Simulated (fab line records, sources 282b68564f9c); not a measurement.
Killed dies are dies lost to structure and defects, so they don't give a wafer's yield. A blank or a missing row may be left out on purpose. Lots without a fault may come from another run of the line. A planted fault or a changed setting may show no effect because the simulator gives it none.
Which tool did it? | flow rit_cmos | 14 lots, 42 wafers sampled, at 3 steps of a route of 202

WHAT THE GAUGES READ, wafer by wafer
RIT_PSD_TW_MEAS_10.
lot  | measured    | on            | PSD_TW
L264 | day 3 03:41 | film_metro-04 | 3444 3468 3447
L265 | day 3 07:37 | film_metro-04 | 3431 3451 3449
L266 | day 3 11:01 | film_metro-01 | 3475 3494 3485
L268 | day 3 22:34 | film_metro-01 | 3485 3499 3498
L272 | day 4 16:45 | film_metro-01 | 3495 3491 3504
L273 | day 4 22:49 | film_metro-04 | 3456 3453 3447
L275 | day 5 07:42 | film_metro-01 | 3568 3590 3582
L276 | day 5 12:26 | film_metro-04 | 3572 3580 3572
L279 | day 6 04:58 | film_metro-04 | 3424 3419 3430
L281 | day 6 16:41 | film_metro-02 | 3405 3405 3401
L282 | day 7 00:33 | film_metro-01 | 3480 3460 3479
L283 | day 7 05:14 | film_metro-02 | 3431 3414 3419
L286 | day 7 16:43 | film_metro-01 | 3487 3467 3471
L287 | day 7 21:04 | film_metro-04 | 3469 3465 3472

RIT_SDANNEAL_RS_MEAS_04: measures by four-point-probe.
lot  | measured    | on            | PSD_RS (ohm/sq)
L264 | day 3 04:10 | film_metro-04 | 115.98 115.87 116.11
L265 | day 3 08:06 | film_metro-04 | 115.96 115.83 115.84
L266 | day 3 11:30 | film_metro-04 | 116.64 116.34 116.45
L268 | day 3 23:04 | film_metro-04 | 115.74 115.39 115.57
L272 | day 4 17:14 | film_metro-01 | 115.65 115.91 115.85
L273 | day 4 23:21 | film_metro-04 | 115.88 115.94 115.87
L275 | day 5 08:11 | film_metro-02 | 109.12 109.39 109.00
L276 | day 5 12:56 | film_metro-04 | 108.93 108.81 108.79
L279 | day 6 05:29 | film_metro-02 | 116.09 116.66 116.25
L281 | day 6 17:10 | film_metro-02 | 115.67 116.00 115.87
L282 | day 7 01:07 | film_metro-04 | 116.27 116.21 116.32
L283 | day 7 05:48 | film_metro-02 | 116.00 116.12 116.00
L286 | day 7 17:15 | film_metro-04 | 115.49 116.22 116.08
L287 | day 7 21:34 | film_metro-01 | 115.68 115.30 115.92

WHICH TOOL RAN EACH LOT (tool, then ch and the chambers of the sampled wafers, then the start)
lot  | RIT_PSD_IMPLANT_08
L264 | implanter-01 ch 0, day 3 03:22
L265 | implanter-03 ch 0, day 3 07:17
L266 | implanter-01 ch 0, day 3 10:41
L268 | implanter-04 ch 0, day 3 22:15
L272 | implanter-03 ch 0, day 4 16:26
L273 | implanter-04 ch 0, day 4 22:31
L275 | implanter-01 ch 0, day 5 07:23
L276 | implanter-01 ch 0, day 5 12:08
L279 | implanter-03 ch 0, day 6 04:38
L281 | implanter-03 ch 0, day 6 16:22
L282 | implanter-04 ch 0, day 7 00:13
L283 | implanter-04 ch 0, day 7 04:55
L286 | implanter-03 ch 0, day 7 16:26
L287 | implanter-03 ch 0, day 7 20:45
- RIT_PSD_IMPLANT_08

WHAT THE TOOLS THEMSELVES READ (means of the sampled wafers that have a number; where no wafer has one, the mark that the record gives instead)
RIT_PSD_IMPLANT_08.
lot  | tool         | beam_energy_keV
L264 | implanter-01 | 27.008
L265 | implanter-03 | 26.989
L266 | implanter-01 | 26.992
L268 | implanter-04 | 27.000
L272 | implanter-03 | 27.006
L273 | implanter-04 | 26.998
L275 | implanter-01 | 30.512
L276 | implanter-01 | 30.507
L279 | implanter-03 | 26.998
L281 | implanter-03 | 27.001
L282 | implanter-04 | 27.003
L283 | implanter-04 | 27.015
L286 | implanter-03 | 27.008
L287 | implanter-03 | 27.002

THE ANSWER, worked out from the rows above alone
Rule: what is usual is taken from the lots themselves. Put in order of their means at a reading, lots are off if they are a third of the lots or fewer, leave a main group of 4 or more, and stand apart from it by a gap of 3 or more times the standard deviation of the main group's means; of several such gaps the widest counts. A main group whose means are all the same, to the digits that the tables above print for the reading, isn't used. A lot without any number at a reading at which 4 lots or more have one is off too. The other lots that the step has rows for count as sound. The gauges are gone through in route order, then the tools' own readings, and for those a lot's mean is taken as printed above. The first step at which some lot is off is used, and at that step the reading that is off furthest; a lot without a number counts as furthest.
Off: L275, L276, at RIT_SDANNEAL_RS_MEAS_04 (PSD_RS). The main group: mean 115.97 ohm/sq, standard deviation 0.26.
A tool fits if, at a process step before that reading, it ran every lot that is off, and no sound lot after the first of them. The gauges at RIT_SDANNEAL_RS_MEAS_04 aren't tried: what is off there is off at RIT_PSD_IMPLANT_08 too, on other tools, and a gauge's error can't cause that. One fits: implanter-01 at RIT_PSD_IMPLANT_08. Its last sound lot is L266 (day 3 10:41), its first lot that is off L275 (day 5 07:23): a fault that began between those two fits.
The tool's own readings at RIT_PSD_IMPLANT_08 bear it out: on the lots that are off they differ by more than 5 times the standard deviation of the sound lots' means. beam_energy_keV reads 30.510 there against 27.002 on the sound lots.

WHAT THE SIMULATOR HAD PUT IN
Process parameter drift: implanter-01, from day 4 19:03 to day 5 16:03, at RIT_PSD_IMPLANT_08. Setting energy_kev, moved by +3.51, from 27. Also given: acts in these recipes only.
Lots struck among those shown: L275, L276. The rule above found the same.
